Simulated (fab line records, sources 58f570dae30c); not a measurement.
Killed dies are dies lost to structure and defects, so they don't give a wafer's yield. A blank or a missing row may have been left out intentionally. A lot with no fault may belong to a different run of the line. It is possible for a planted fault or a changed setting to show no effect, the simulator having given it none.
Which tool did it? | flow berkeley cmos170 | 15 lots, 45 wafers sampled, at 2 steps of a route of 331

## WHAT EACH GAUGE READ, for each wafer
UCB170_PLDD_CD_MEAS_06: target cd 1200 nm.
lot  | measured     | on        | cd nm (nm)
L876 | day 6 02:54  | cd sem-01 | 1201.0 1200.0 1200.7
L877 | day 6 03:12  | cd sem-02 | 1200.5 1200.1 1199.3
L879 | day 6 13:26  | cd sem-01 | 1200.6 1199.5 1198.8
L881 | day 7 02:49  | cd sem-01 | 1197.9 1199.7 1197.3
L882 | day 7 09:07  | cd sem-01 | 1199.7 1198.7 1201.1
L883 | day 7 22:35  | cd sem-02 | 1199.4 1201.7 1198.5
L885 | day 8 07:49  | cd sem-02 | 1199.0 1198.7 1199.8
L887 | day 8 07:59  | cd sem-01 | 1200.4 1200.2 1199.7
L884 | day 8 08:06  | cd sem-02 | 1201.1 1200.5 1201.9
L886 | day 8 08:18  | cd sem-01 | 1192.9 1193.1 1192.9 1193.3 1192.7 1192.9
L889 | day 8 23:34  | cd sem-01 | 1193.9 1195.0 1195.4 1194.0 1194.9 1195.4
L890 | day 9 05:44  | cd sem-02 | 1197.1 1199.0 1197.2
L895 | day 10 10:58 | cd sem-01 | 1202.1 1201.7 1200.2
L896 | day 10 18:59 | cd sem-02 | 1201.0 1200.2 1200.6
L898 | day 11 09:23 | cd sem-02 | 1197.5 1198.9 1198.5

## WHICH TOOL RAN EACH LOT (tool, then ch and the chambers of the sampled wafers, then the start)
lot  | UCB170_PLDD_SOFTBAKE_02
L876 | litho track-02 ch 0, day 6 01:49
L877 | litho track-03 ch 0, day 6 02:03
L879 | litho track-01 ch 0, day 6 12:45
L881 | litho track-03 ch 0, day 7 02:09
L882 | litho track-03 ch 0, day 7 08:15
L883 | litho track-01 ch 0, day 7 22:03
L885 | litho track-03 ch 0, day 8 06:48
L887 | litho track-01 ch 0, day 8 06:50
L884 | litho track-02 ch 0, day 8 07:05
L886 | litho track-01 ch 0, day 8 07:20
L889 | litho track-01 ch 0, day 8 22:53
L890 | litho track-01 ch 0, day 9 04:53
L895 | litho track-03 ch 0, day 10 09:47
L896 | litho track-03 ch 0, day 10 18:19
L898 | litho track-02 ch 0, day 11 08:06
- UCB170_PLDD_SOFTBAKE_02: time 60 s.

## AS READ BY THE TOOLS THEMSELVES (means over the sampled wafers that have a number; for cases with no such wafer, the mark the record gives instead)
UCB170_PLDD_SOFTBAKE_02.
lot  | tool           | heater power total W (W) | plate temp C (C)
L876 | litho track-02 | 56.83                    | 130.07
L877 | litho track-03 | 56.77                    | 130.06
L879 | litho track-01 | 56.76                    | 130.29
L881 | litho track-03 | 56.80                    | 130.06
L882 | litho track-03 | 56.80                    | 130.00
L883 | litho track-01 | 56.86                    | 129.87
L885 | litho track-03 | 56.77                    | 130.13
L887 | litho track-01 | 56.81                    | 130.00
L884 | litho track-02 | 56.82                    | 130.21
L886 | litho track-01 | 55.63                    | 128.09
L889 | litho track-01 | 55.67                    | 127.96
L890 | litho track-01 | 55.68                    | 128.06
L895 | litho track-03 | 56.80                    | 130.09
L896 | litho track-03 | 56.79                    | 130.00
L898 | litho track-02 | 56.83                    | 130.05

## THE ANSWER, worked out from the rows above alone
Rule: the lots themselves supply what counts as usual. Put in order of their means at a reading, lots are off if they are a third of the lots or fewer, leave a main group of 4 or more, and stand apart from it by a gap of 3 or more times the standard deviation of the main group's means; of several such gaps the widest counts. The tables above print the reading to a certain number of digits; a main group whose means all agree to those digits is not used. A lot without any number at a reading at which 4 lots or more have one is off too. All remaining lots with rows at the step are treated as sound. After the gauges, taken in route order, come the tools' own readings; for these a lot's mean is taken, as printed above. At the first step where some lot is off, the reading lying furthest off is the one used; lots without a number count as furthest.
Off at UCB170_PLDD_SOFTBAKE_02 (heater power total W): L886, L889, L890. The main group: mean 56.80 W, standard deviation 0.028.
A tool fits if, at that step or a process step before it, it ran every lot that is off, and no sound lot after the first of them. One fits: litho track-01 at UCB170_PLDD_SOFTBAKE_02. A fault onset in the window from L887 (day 8 06:50, its last sound lot) to L886 (day 8 07:20, its first lot off) fits.
The tool's own readings at UCB170_PLDD_SOFTBAKE_02 bear it out: on the lots that are off they differ by more than 5 times the standard deviation of the sound lots' means. heater power total W reads 55.66 W there against 56.80 W on the sound lots; plate temp C reads 128.04 C there against 130.07 C on the sound lots.

## WHAT THE SIMULATOR HAD INSERTED
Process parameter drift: litho track-01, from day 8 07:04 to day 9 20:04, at UCB170_PLDD_SOFTBAKE_02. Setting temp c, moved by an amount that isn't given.
Struck lots among those shown: L886, L889, L890. Same finding as the rule above.
